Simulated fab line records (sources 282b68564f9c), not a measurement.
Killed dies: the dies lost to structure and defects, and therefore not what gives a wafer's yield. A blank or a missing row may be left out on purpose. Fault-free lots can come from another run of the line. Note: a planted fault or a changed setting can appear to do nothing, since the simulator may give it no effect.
fab line records	flow rit-cmos
[record] lots = 6	wafers = 18	last-day = 7
route steps=202 shown NLDD@110 PLDD@114 SPACER@125 NSD@131 PSD@142 M1@202
lots that met no fault: from a run of the same line without faults
start-h: hours from the record's opening day to when the first of the lot's shown wafers began	wait-h: time in hours since the lot's previous step	" same as the row above	L1.1+2: one row covering several wafers at once	- either no value or no given start	* or withheld: withheld	< > ~ a bound
route shown NAME@n: a module of which the file shows steps, and the number in the route of the first	usual: mean and standard deviation over wafers with no fault	same: alike in all rows	chamber/n: place in a boat	sites: readings site by site	_std_site: their standard deviation	_edge_site: outer sites' mean less inner sites'	radius-mm: for every site, how far away it sits from the centre of the wafer	mask NAME#n: copy n	behind: the tool/chamber that last shaped the wafer	hold: why the lot was held/for how many hours/how that ended	device: the n, p or np transistor that did not switch	end of line: the route-end tests of the same wafers	a step with no rows: only its recipe	killed: the dies lost at the first sort to structure and to defects; this is not the yield of the wafer	map: a wafer's dies, x killed, . not, _ none there
set.NAME: the setting the step ran with; set.NAME@STEP: the setting that earlier step ran with	model.NAME: the simulator's own value behind a step, which no gauge read
certain route steps with their lots: each step a table, each wafer a row
services: from which hour (start-h, from the record's first day; less than 0 if before it) a tool's chamber was out of use, for how many hours, and why
[[steps]]
[step RIT_NLDD_HARDBAKE_07]
[recipe] resist = NOVOLAK	temp-c = 140	time-s = 60
[step RIT_NLDD_IMPLANT_08]
[recipe] species = P	energy-kev = 20	dose-cm2 = 5e+14	tilt-deg = 7
[step RIT_NLDD_STRIP_09]
[recipe] chemistry = O2	time-s = 180	resist = NOVOLAK	platen-temp-c = withheld	power-w = 500	pressure-mtorr = 4000	o2-flow-sccm = 4000
[usual] chamber-pressure-mTorr = 4000/3.6	drypump-motor-current-A = 5.93/0.21
lot.wafer	tool	chamber	start-h	wait-h	chamber-pressure-mTorr	drypump-motor-current-A	rf-hours-counter-h
L185.3	plasma-asher-03	0	53.23	0.1	3998	6.16	-
L185.5	"	0	"	"	4001	6.18	-
L185.6	"	1	"	"	3997	5.97	-
L191.3	plasma-asher-03	0	82.23	0.1	4001	6.17	-
L191.5	"	1	"	"	3996	5.97	-
L191.6	"	0	"	"	3998	6.18	-
L192.2	plasma-asher-02	1	86.01	0.1	4004	6.14	45
L192.4	"	1	"	"	3998	6.09	-
L192.5	"	0	"	"	3999	5.44	-
L196.1	plasma-asher-01	1	106.76	0.1	4000	5.89	49
L196.2	"	0	"	"	3997	5.81	49
L196.6	"	0	"	"	4004	5.80	-
L198.1	plasma-asher-03	1	118.64	0.1	4000	5.95	48
L198.2	"	0	"	"	4008	6.15	48
L198.6	"	0	"	"	4002	6.18	-
L206.1	plasma-asher-01	1	163.34	0.1	3998	5.89	54
L206.3	"	1	"	"	3998	5.90	-
L206.4	"	0	"	"	4003	5.80	-
[step RIT_NLDD_TW_MEAS_10]
[usual] NLDD_TW = 2486/25
lot.wafer	tool	chamber	start-h	wait-h	NLDD_TW
L185.3	film-metro-01	-	53.37	0.1	2451
L185.5	"	-	"	"	2458
L185.6	"	-	"	"	2452
L191.3	film-metro-03	-	82.37	0.1	2490
L191.5	"	-	"	"	2482
L191.6	"	-	"	"	2484
L192.2	film-metro-03	-	86.19	0.1	2474
L192.4	"	-	"	"	2493
L192.5	"	-	"	"	2494
L196.1	film-metro-03	-	106.94	0.1	2493
L196.2	"	-	"	"	2485
L196.6	"	-	"	"	2498
L198.1	film-metro-03	-	118.81	0.1	2483
L198.2	"	-	"	"	2482
L198.6	"	-	"	"	2504
L206.1	film-metro-02	-	163.52	0.1	2516
L206.3	"	-	"	"	2533
L206.4	"	-	"	"	2522
[step RIT_PLDD_HMDS_00]
[recipe] prime-time-s = 60	prime-temp-c = 140
[step RIT_PLDD_COAT_01]
[recipe] resist = NOVOLAK	spin-rpm = 3250	resist-thk-nm = 1000
[step RIT_PLDD_SOFTBAKE_02]
[recipe] resist = NOVOLAK	temp-c = 90	time-s = 60
[step RIT_PLDD_EXPOSE_03]
[recipe] mask-id = M8	na = 0.57	target-cd-nm = 40900	dose-mj = 250
[step RIT_PLDD_PEB_04]
[recipe] resist = NOVOLAK	temp-c = withheld	time-s = withheld
[step RIT_PLDD_DEVELOP_05]
[recipe] resist = NOVOLAK	develop-time-s = 50	dev-temp-c = 23
[step RIT_PLDD_OVL_MEAS_06]
[usual] PLDD_OVL = -0.1/1.7
lot.wafer	tool	chamber	start-h	wait-h	PLDD_OVL[nm]
L185.3	overlay-02	-	54.27	-	-2.8
L185.5	"	-	"	"	-6.5
L185.6	"	-	"	"	-4.8
L191.3	overlay-02	-	83.40	-	0.4
L191.5	"	-	"	"	-0.4
L191.6	"	-	"	"	-0.7
L192.2	overlay-01	-	87.22	-	-1.0
L192.4	"	-	"	"	-1.5
L192.5	"	-	"	"	-0.6
L196.1	overlay-01	-	107.92	-	4.5
L196.2	"	-	"	"	1.3
L196.6	"	-	"	"	1.4
L198.1	overlay-01	-	120.03	-	-0.4
L198.2	"	-	"	"	3.1
L198.6	"	-	"	"	1.7
L206.1	overlay-02	-	164.68	-	0.2
L206.3	"	-	"	"	-3.0
L206.4	"	-	"	"	-2.3
[step RIT_PLDD_HARDBAKE_07]
[recipe] resist = NOVOLAK	temp-c = 140	time-s = 60
[step RIT_PLDD_IMPLANT_08]
[recipe] species = BF2	energy-kev = 20	dose-cm2 = 9e+14	tilt-deg = 7
[usual] beam-on-s = 9.97/0.22	dose-ions-cm2 = 9e+14/1e+12	faraday-current-uA = 2831/61
lot.wafer	tool	chamber	start-h	wait-h	beam-on-s	dose-ions-cm2	faraday-current-uA
L185.3	implanter-01	0	54.49	0.1	10.10	8.978e+14	2776
L185.5	"	0	"	"	10.01	8.981e+14	2827
L185.6	"	0	"	"	9.69	8.974e+14	2905
L191.3	implanter-01	0	83.62	0.1	9.89	6.09e+14	1937
L191.5	"	0	"	"	9.91	6.112e+14	1931
L191.6	"	0	"	"	10.19	6.08e+14	1882
L192.2	implanter-01	0	87.43	0.1	10.13	6.105e+14	1884
L192.4	"	0	"	"	9.90	6.089e+14	1924
L192.5	"	0	"	"	9.88	6.101e+14	1944
L196.1	implanter-02	0	108.10	0.1	10.04	8.992e+14	2800
L196.2	"	0	"	"	10.02	8.988e+14	2817
L196.6	"	0	"	"	10.15	8.99e+14	2774
L198.1	implanter-02	0	120.22	0.1	10.04	8.983e+14	2814
L198.2	"	0	"	"	10.20	8.995e+14	2774
L198.6	"	0	"	"	9.91	8.99e+14	2842
L206.1	implanter-04	0	164.98	0.1	10.03	8.998e+14	2817
L206.3	"	0	"	"	9.89	9.004e+14	2857
L206.4	"	0	"	"	9.66	9.016e+14	2907
[step RIT_PLDD_STRIP_09]
[recipe] chemistry = O2	time-s = 180	resist = NOVOLAK	platen-temp-c = withheld	power-w = 500	pressure-mtorr = 4000	o2-flow-sccm = 4000
[usual] chamber-pressure-mTorr = 4000/3.6	drypump-motor-current-A = 5.9/0.32
lot.wafer	tool	chamber	start-h	wait-h	chamber-pressure-mTorr	drypump-motor-current-A	rf-hours-counter-h
L185.3	plasma-asher-03	1	54.65	0.1	3997	6.0	-
L185.5	"	0	"	"	3992	6.1	-
L185.6	"	1	"	"	4003	6.0	-
L191.3	plasma-asher-03	0	83.78	0.1	4003	6.1	-
L191.5	"	1	"	"	4004	6.0	-
L191.6	"	0	"	"	3998	6.2	-
L192.2	plasma-asher-04	0	87.55	0.1	4008	6.3	28
L192.4	"	1	"	"	4002	5.2	-
L192.5	"	0	"	"	4001	6.3	-
L196.1	plasma-asher-01	0	108.25	0.1	3999	5.8	49
L196.2	"	1	"	"	3998	5.9	49
L196.6	"	1	"	"	4001	5.9	-
L198.1	plasma-asher-04	1	120.37	0.1	3999	5.2	32
L198.2	"	0	"	"	4003	6.3	32
L198.6	"	0	"	"	3995	6.3	-
L206.1	plasma-asher-03	0	165.13	0.1	4000	6.2	53
L206.3	"	0	"	"	3999	6.2	-
L206.4	"	1	"	"	3996	6.0	-
[step RIT_PLDD_TW_MEAS_10]
[usual] PLDD_TW = 2357/25
lot.wafer	tool	chamber	start-h	wait-h	PLDD_TW
L185.3	film-metro-02	-	54.79	0.1	2374
L185.5	"	-	"	"	2387
L185.6	"	-	"	"	2387
L191.3	film-metro-03	-	83.92	0.1	2104
L191.5	"	-	"	"	2105
L191.6	"	-	"	"	2108
L192.2	film-metro-03	-	87.74	0.1	2120
L192.4	"	-	"	"	2107
L192.5	"	-	"	"	2108
L196.1	film-metro-02	-	108.43	0.1	2382
L196.2	"	-	"	"	2375
L196.6	"	-	"	"	2372
L198.1	film-metro-02	-	120.54	0.1	2375
L198.2	"	-	"	"	2354
L198.6	"	-	"	"	2370
L206.1	film-metro-02	-	165.30	0.1	2368
L206.3	"	-	"	"	2378
L206.4	"	-	"	"	2379
[step RIT_SPACER_CLEAN_00]
[recipe] chemistry = SC1	mix = 3:3:50	time-s = 600	temp-c = 75
[step RIT_SPACER_CLEAN_01]
[recipe] chemistry = dHF	dilution = 50:1	time-s = 30
[step RIT_SPACER_CLEAN_02]
[recipe] chemistry = SC2	mix = 3:3:50	time-s = 600	temp-c = 75	dry = n2-spin
[step RIT_SPACER_CVD_03]
[recipe] material = Si3N4	target-thk-nm = 250	temp-c = 810	precursor = SiH2Cl2/NH3	time-s = 3300	pressure-mtorr = 300	sih2cl2-flow-sccm = 60	nh3-flow-sccm = 150
[step RIT_SPACER_THK_MEAS_04]
[recipe] reads = Si3N4_of_SPACER_CVD_03
[usual] SPACER_NITRIDE_THK = 250.7/2.8
lot.wafer	tool	chamber	start-h	wait-h	SPACER_NITRIDE_THK[nm]
L185.3	film-metro-04	-	57.13	0.0	251.1
L185.5	"	-	"	"	249.5
L185.6	"	-	"	"	252.2
L191.3	film-metro-01	-	86.28	0.0	254.5
L191.5	"	-	"	"	254.3
L191.6	"	-	"	"	254.4
L192.2	film-metro-04	-	90.12	0.0	253.8
L192.4	"	-	"	"	253.2
L192.5	"	-	"	"	253.3
L196.1	film-metro-01	-	110.81	0.0	252.9
L196.2	"	-	"	"	248.7
L196.6	"	-	"	"	249.5
L198.1	film-metro-01	-	123.86	0.0	251.0
L198.2	"	-	"	"	251.4
L198.6	"	-	"	"	251.6
L206.1	film-metro-04	-	167.70	0.0	247.1
L206.3	"	-	"	"	246.4
L206.4	"	-	"	"	247.0
[step RIT_SPACER_ETCHBACK_05]
[recipe] target-depth-a = 2500	SF6_flow_sccm = 30	CHF3_flow_sccm = 30	target = Si3N4	chemistry = SF6/CHF3	pressure-mtorr = 40	rf-w = 250	time-s = 240	stop-on = SiO2
[usual] chamber-pressure-mTorr = 40.00/0.037	drypump-motor-current-A = 5.9/0.57	oes-product-au = 0.849/0.017	rf-fwd-power-W = 249.3/0.8	throttle-valve-pct = 10.25/0.15
lot.wafer	tool	chamber	start-h	wait-h	chamber-pressure-mTorr	drypump-motor-current-A	oes-product-au	rf-fwd-power-W	rf-hours-counter-h	throttle-valve-pct
L185.3	rie-diel-04	1	57.17	0.0	40.05	6.6	0.852	249.6	8	10.23
L185.5	"	0	"	"	39.99	5.3	0.831	249.0	-	10.14
L185.6	"	1	"	"	39.95	6.7	0.859	249.8	-	10.23
L191.3	rie-diel-04	3	86.32	0.0	40.04	4.7	0.863	248.9	0	10.36
L191.5	"	1	"	"	39.97	6.7	0.860	248.4	-	10.24
L191.6	"	2	"	"	39.98	5.9	0.866	250.4	-	10.49
L192.2	rie-diel-03	2	90.17	0.0	40.03	5.7	0.833	249.6	60	10.14
L192.4	"	0	"	"	39.99	5.2	0.835	248.7	23	10.34
L192.5	"	3	"	"	40.05	6.6	0.864	250.5	-	10.10
L196.1	rie-diel-02	3	110.87	0.1	39.93	6.0	0.877	248.2	80	10.03
L196.2	"	0	"	"	39.99	5.4	0.840	249.0	81	9.97
L196.6	"	3	"	"	40.05	6.0	0.861	249.2	-	10.02
L198.1	rie-diel-03	2	123.92	0.1	40.01	5.7	0.829	249.7	61	10.18
L198.2	"	1	"	"	40.05	6.5	0.862	249.0	6	10.33
L198.6	"	0	"	"	40.01	5.2	0.831	248.6	-	10.34
L206.1	rie-diel-02	1	167.76	0.1	40.13	5.7	0.835	251.3	109	10.31
L206.3	"	2	"	"	40.08	6.4	0.857	249.9	138	10.49
L206.4	"	3	"	"	39.99	6.0	0.847	249.7	81	10.02
[step RIT_NSD_HMDS_00]
[recipe] prime-time-s = 60	prime-temp-c = 140
[step RIT_NSD_COAT_01]
[recipe] resist = NOVOLAK	spin-rpm = 3250	resist-thk-nm = 1000
[step RIT_NSD_SOFTBAKE_02]
[recipe] resist = NOVOLAK	temp-c = 90	time-s = 60
[step RIT_NSD_EXPOSE_03]
[recipe] mask-id = M9	na = 0.57	target-cd-nm = 40700	dose-mj = 250
[step RIT_NSD_PEB_04]
[recipe] resist = NOVOLAK	temp-c = withheld	time-s = withheld
[step RIT_NSD_DEVELOP_05]
[recipe] resist = NOVOLAK	develop-time-s = 50	dev-temp-c = 23
[step RIT_NSD_OVL_MEAS_06]
[usual] NSD_OVL = -0.5/1.5
lot.wafer	tool	chamber	start-h	wait-h	NSD_OVL[nm]
L185.3	overlay-02	-	58.18	-	0.0
L185.5	"	-	"	"	-1.7
L185.6	"	-	"	"	-0.7
L191.3	overlay-02	-	87.49	-	-1.6
L191.5	"	-	"	"	-1.0
L191.6	"	-	"	"	-1.5
L192.2	overlay-02	-	91.30	-	-2.4
L192.4	"	-	"	"	-2.4
L192.5	"	-	"	"	-1.5
L196.1	overlay-02	-	112.02	-	-4.4
L196.2	"	-	"	"	-3.8
L196.6	"	-	"	"	-4.4
L198.1	overlay-02	-	125.05	-	-1.3
L198.2	"	-	"	"	-1.6
L198.6	"	-	"	"	-1.2
L206.1	overlay-01	-	168.76	-	-1.7
L206.3	"	-	"	"	0.3
L206.4	"	-	"	"	0.8
[step RIT_NSD_HARDBAKE_07]
[recipe] resist = NOVOLAK	temp-c = 140	time-s = 60
[step RIT_NSD_IMPLANT_08]
[recipe] species = P	energy-kev = 25	dose-cm2 = 1e+15	tilt-deg = 7
[step RIT_NSD_STRIP_09]
[recipe] chemistry = O2	time-s = 180	resist = NOVOLAK	platen-temp-c = withheld	power-w = 500	pressure-mtorr = 4000	o2-flow-sccm = 4000
[usual] chamber-pressure-mTorr = 4000/3.5	drypump-motor-current-A = 5.9/0.44
lot.wafer	tool	chamber	start-h	wait-h	chamber-pressure-mTorr	drypump-motor-current-A	rf-hours-counter-h
L185.3	plasma-asher-03	0	58.57	0.1	3995	6.2	-
L185.5	"	0	"	"	4001	6.2	-
L185.6	"	1	"	"	4003	6.0	-
L191.3	plasma-asher-03	0	87.87	0.1	4001	6.1	-
L191.5	"	0	"	"	4007	6.2	-
L191.6	"	1	"	"	4004	6.0	-
L192.2	plasma-asher-04	0	91.82	0.1	4000	6.3	29
L192.4	"	0	"	"	4002	6.3	-
L192.5	"	1	"	"	4001	5.2	-
L196.1	plasma-asher-04	0	112.35	0.1	3996	6.3	31
L196.2	"	1	"	"	3997	5.2	31
L196.6	"	0	"	"	4000	6.3	-
L198.1	plasma-asher-02	0	125.38	0.1	4002	5.4	1
L198.2	"	1	"	"	3999	6.1	1
L198.6	"	1	"	"	3997	6.1	-
L206.1	plasma-asher-04	0	169.10	0.1	4001	6.3	37
L206.3	"	1	"	"	3995	5.2	-
L206.4	"	0	"	"	4003	6.3	-
[step RIT_NSD_TW_MEAS_10]
[usual] NSD_TW = 3128/29
lot.wafer	tool	chamber	start-h	wait-h	NSD_TW
L185.3	film-metro-03	-	58.70	0.1	3110
L185.5	"	-	"	"	3125
L185.6	"	-	"	"	3135
L191.3	film-metro-02	-	88.00	0.1	3133
L191.5	"	-	"	"	3135
L191.6	"	-	"	"	3149
L192.2	film-metro-02	-	92.01	0.1	3133
L192.4	"	-	"	"	3153
L192.5	"	-	"	"	3164
L196.1	film-metro-03	-	112.53	0.1	3108
L196.2	"	-	"	"	3119
L196.6	"	-	"	"	3115
L198.1	film-metro-03	-	125.56	0.1	3155
L198.2	"	-	"	"	3148
L198.6	"	-	"	"	3144
L206.1	film-metro-01	-	169.27	0.1	3072
L206.3	"	-	"	"	3075
L206.4	"	-	"	"	3070
[step RIT_PSD_HMDS_00]
[recipe] prime-time-s = 60	prime-temp-c = 140
[step RIT_PSD_COAT_01]
[recipe] resist = NOVOLAK	spin-rpm = 3250	resist-thk-nm = 1000
[step RIT_PSD_SOFTBAKE_02]
[recipe] resist = NOVOLAK	temp-c = 90	time-s = 60
[step RIT_PSD_EXPOSE_03]
[recipe] mask-id = M10	na = 0.57	target-cd-nm = 40900	dose-mj = 250
[step RIT_PSD_PEB_04]
[recipe] resist = NOVOLAK	temp-c = withheld	time-s = withheld
[step RIT_PSD_DEVELOP_05]
[recipe] resist = NOVOLAK	develop-time-s = 50	dev-temp-c = 23
[step RIT_PSD_OVL_MEAS_06]
[usual] PSD_OVL = 1.1/1.7
lot.wafer	tool	chamber	start-h	wait-h	PSD_OVL[nm]
L185.3	overlay-01	-	59.73	-	1.8
L185.5	"	-	"	"	1.0
L185.6	"	-	"	"	0.4
L191.3	overlay-02	-	88.91	-	2.5
L191.5	"	-	"	"	0.4
L191.6	"	-	"	"	0.0
L192.2	overlay-02	-	93.05	-	1.6
L192.4	"	-	"	"	3.3
L192.5	"	-	"	"	2.5
L196.1	overlay-02	-	113.44	-	-0.8
L196.2	"	-	"	"	-1.5
L196.6	"	-	"	"	-2.5
L198.1	overlay-02	-	126.59	-	-0.5
L198.2	"	-	"	"	0.0
L198.6	"	-	"	"	0.2
L206.1	overlay-02	-	170.35	-	-2.2
L206.3	"	-	"	"	-1.7
L206.4	"	-	"	"	-1.7
[step RIT_PSD_HARDBAKE_07]
[recipe] resist = NOVOLAK	temp-c = 140	time-s = 60
[step RIT_PSD_IMPLANT_08]
[recipe] species = BF2	energy-kev = 27	dose-cm2 = 5e+15	tilt-deg = 7
[step RIT_PSD_STRIP_09]
[recipe] chemistry = O2	time-s = 180	resist = NOVOLAK	platen-temp-c = withheld	power-w = 500	pressure-mtorr = 4000	o2-flow-sccm = 4000
[usual] chamber-pressure-mTorr = 4000/3.4	drypump-motor-current-A = 5.8/0.38
lot.wafer	tool	chamber	start-h	wait-h	chamber-pressure-mTorr	drypump-motor-current-A	rf-hours-counter-h
L185.3	plasma-asher-04	0	60.12	0.1	3998	6.4	-
L185.5	"	1	"	"	4001	5.2	-
L185.6	"	0	"	"	4002	6.3	-
L191.3	plasma-asher-02	1	89.29	0.1	4000	6.2	-
L191.5	"	1	"	"	3997	6.1	-
L191.6	"	0	"	"	3999	5.4	-
L192.2	plasma-asher-02	1	93.38	0.1	4002	6.2	46
L192.4	"	1	"	"	3999	6.1	-
L192.5	"	1	"	"	4002	6.1	-
L196.1	plasma-asher-04	0	113.77	0.1	4003	6.3	31
L196.2	"	1	"	"	3999	5.2	31
L196.6	"	0	"	"	4002	6.3	-
L198.1	plasma-asher-02	1	126.93	0.1	4003	6.1	1
L198.2	"	0	"	"	3995	5.4	1
L198.6	"	0	"	"	4003	5.4	-
L206.1	plasma-asher-02	1	170.68	0.1	3998	6.2	5
L206.3	"	0	"	"	3996	5.4	-
L206.4	"	1	"	"	4007	6.2	-
[step RIT_SDANNEAL_RS_MEAS_06]
[recipe] thk-meas-gauge = four-point-probe
[usual] PLDD_RS = 178.6/0.46
lot.wafer	tool	chamber	start-h	wait-h	PLDD_RS[ohm/sq]
L185.3	film-metro-03	-	61.41	0.1	178.1
L185.5	"	-	"	"	178.8
L185.6	"	-	"	"	178.4
L191.3	film-metro-03	-	90.19	0.1	223.3
L191.5	"	-	"	"	223.0
L191.6	"	-	"	"	223.5
L192.2	film-metro-01	-	94.30	0.1	222.7
L192.4	"	-	"	"	222.7
L192.5	"	-	"	"	222.7
L196.1	film-metro-01	-	114.67	0.1	179.1
L196.2	"	-	"	"	179.1
L196.6	"	-	"	"	178.9
L198.1	film-metro-02	-	127.83	0.1	179.1
L198.2	"	-	"	"	178.7
L198.6	"	-	"	"	178.4
L206.1	film-metro-01	-	171.58	0.1	178.7
L206.3	"	-	"	"	178.7
L206.4	"	-	"	"	178.4
[step RIT_M1_PROBE_99]
[usual] defect-limited-yield = 97.5/1.1	killed-at-contacts = 0.1/0.27	killed-at-front-end = 6.4/2.9	killed-dies = 6.5/3	killed-open = 3.3/1.9	killed-short = 3.2/1.7	sort_bin_3_pad_short = 0.1/0.22	sort_bin_5_function = 1.4/0.79	sort_bin_6_memory = 1.0/0.6	sort-n-pass = 257.5/3	sort-yield-pct = 97.5/1.1
[same] gross-dies = 264	killed_at_M0_to_M3 = 0	killed_at_M4_up = 0	killed-at-back-side = 0	killed-at-other = 0
lot.wafer	tool	chamber	start-h	wait-h	defect-limited-yield[%]	killed-at-contacts	killed-at-front-end	killed-dies	killed-open	killed-short	sort_bin_3_pad_short[%]	sort_bin_5_function[%]	sort_bin_6_memory[%]	sort-n-pass	sort-yield-pct[%]
L185.3	prober-02	-	68.68	0.2	98.9	0	3	3	2	1	0	0.4	0.8	261.0	98.9
L185.5	prober-02	-	68.78	0.2	95.8	0	11	11	4	7	0.4	1.1	2.7	253.0	95.8
L185.6	prober-02	-	68.83	0.2	97.7	0	6	6	3	3	0	1.1	1.1	258.0	97.7
L196.1	prober-01	-	125.32	0.1	99.2	0	2	2	2	0	0	0.8	0	262.0	99.2
L196.2	prober-01	-	125.37	0.1	97.0	0	8	8	4	4	0	1.9	1.1	256.0	97.0
L196.6	prober-01	-	125.57	0.2	95.8	0	11	11	5	6	1.1	0.4	2.7	253.0	95.8
L198.1	prober-01	-	135.87	0.1	98.9	0	3	3	3	0	0	1.1	0	261.0	98.9
L198.2	prober-01	-	135.92	0.1	97.3	0	7	7	5	2	0	1.1	1.5	257.0	97.3
L198.6	prober-01	-	136.12	0.2	97.7	1	5	6	1	5	0	1.5	0.8	258.0	97.7
L206.1	prober-01	-	178.63	0.1	96.2	0	10	10	2	8	0	2.3	1.5	254.0	96.2
L206.3	prober-01	-	178.73	0.2	98.1	0	5	5	3	2	0	0.8	1.1	259.0	98.1
L206.4	prober-01	-	178.78	0.2	97.7	0	6	6	2	4	0.4	0.8	1.1	258.0	97.7
// killed by level:class
L185.3 FOX1:geometric-particle:short=1 FOX1:geometric-particle:open=1 SPACER:geometric-particle:open=1
L185.5 FOX1:geometric-particle:open=2 GATE:geometric-particle:short=2 SPACER:geometric-particle:short=2 SILICIDE:geometric-particle:short=2 REOX:geometric-particle:short=1 REOX:geometric-particle:open=1 SILICIDE:geometric-particle:open=1
L185.6 ACTIVE:geometric-particle:short=1 FOX1:geometric-particle:short=1 FOX1:geometric-particle:open=1 GATE:geometric-particle:open=1 SPACER:geometric-particle:short=1 SILICIDE:geometric-particle:open=1
L196.1 GATE:geometric-particle:open=2
L196.2 GATE:geometric-particle:short=3 GATE:geometric-particle:open=3 REOX:geometric-particle:short=1 SPACER:geometric-particle:open=1
L196.6 GATE:geometric-particle:short=3 SILICIDE:geometric-particle:open=2 FOX1:geometric-particle:open=1 GATE:geometric-particle:open=1 REOX:geometric-particle:short=1 REOX:geometric-particle:open=1 SPACER:geometric-particle:short=1 SILICIDE:geometric-particle:short=1
L198.1 GATE:geometric-particle:open=3
L198.2 GATE:geometric-particle:open=3 FOX1:geometric-particle:short=1 FOX1:geometric-particle:open=1 GATE:geometric-particle:short=1 REOX:geometric-particle:open=1
L198.6 FOX1:geometric-particle:short=3 REOX:geometric-particle:short=1 SILICIDE:geometric-particle:open=1 CONTACT:geometric-particle:short=1
L206.1 GATE:geometric-particle:short=4 SPACER:geometric-particle:short=2 FOX1:geometric-particle:short=1 FOX2:geometric-particle:open=1 FOX2:geometric-particle:short=1 SILICIDE:geometric-particle:open=1
L206.3 FOX1:geometric-particle:open=2 FOX2:geometric-particle:short=1 GATE:geometric-particle:open=1 SPACER:geometric-particle:short=1
L206.4 GATE:geometric-particle:short=2 FOX1:geometric-particle:open=1 FOX2:geometric-particle:short=1 REOX:geometric-particle:short=1 SILICIDE:geometric-particle:open=1
[[services]]
tool	chamber	start-h	hours	kind
implanter-01	-	38.43	2.3	pm
rie-diel-04	-	44.46	1.8	repair
rie-diel-04	3	58.87	-	clean
rie-diel-04	3	58.87	18.7	scheduled-down
rie-diel-04	3	58.87	18.7	vent-cycle
rie-diel-02	3	89.32	9.2	repair
rie-diel-04	3	92.29	5.8	repair
rie-diel-04	2	105.54	3.2	repair
implanter-01	-	108.30	7.0	repair
plasma-asher-02	-	108.75	9.0	pm
plasma-asher-02	0	108.75	9.0	vent-cycle
plasma-asher-02	1	108.75	9.0	vent-cycle
plasma-asher-02	0	117.75	-	clean
plasma-asher-02	1	117.75	-	clean
rie-diel-03	0	118.01	4.7	repair
rie-diel-03	3	119.72	3.0	repair
rie-diel-03	3	139.09	-	clean
rie-diel-03	3	139.09	27.4	scheduled-down
rie-diel-02	1	139.27	7.1	repair
plasma-asher-01	-	144.01	10.0	pm
implanter-01	-	152.33	9.5	pm
implanter-01	-	162.10	14.2	pm
rie-diel-03	2	169.10	2.5	repair
implanter-02	-	169.42	1.3	repair
[[key]]
[first-sign] step = RIT_PLDD_IMPLANT_08	reading = dose-ions-cm2	direction = down	sigmas = 99+	usual = 9e+14	struck = 6.096e+14
[effect] step = RIT_PLDD_IMPLANT_08	reading = faraday-current-uA	direction = down	sigmas = 15	usual = 2831	struck = 1917
[effect] step = RIT_PLDD_TW_MEAS_10	reading = PLDD_TW	direction = down	sigmas = 10	usual = 2357	struck = 2109
[effect] step = RIT_SDANNEAL_RS_MEAS_06	reading = PLDD_RS	direction = up	sigmas = 97	usual = 178.6	struck = 223.0
met-at RIT_PLDD_IMPLANT_08
struck-wafers L191.3,L191.5,L191.6,L192.2,L192.4,L192.5
rows-end L191.3,L191.5,L191.6,L192.2,L192.4,L192.5
onset-between 54.49 83.62
[fault] kind = process-parameter-drift	tool = implanter-01	chamber = -	onset-h = 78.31	steps = RIT_PLDD_IMPLANT_08	channel = dose-cm2	offset = -2.9025e+14	shape = step	end-h = 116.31	acts-in = these-recipes-only	stated = 9e+14
// rows-end: these wafers met a further fault down the route, and their rows from its step on are left out
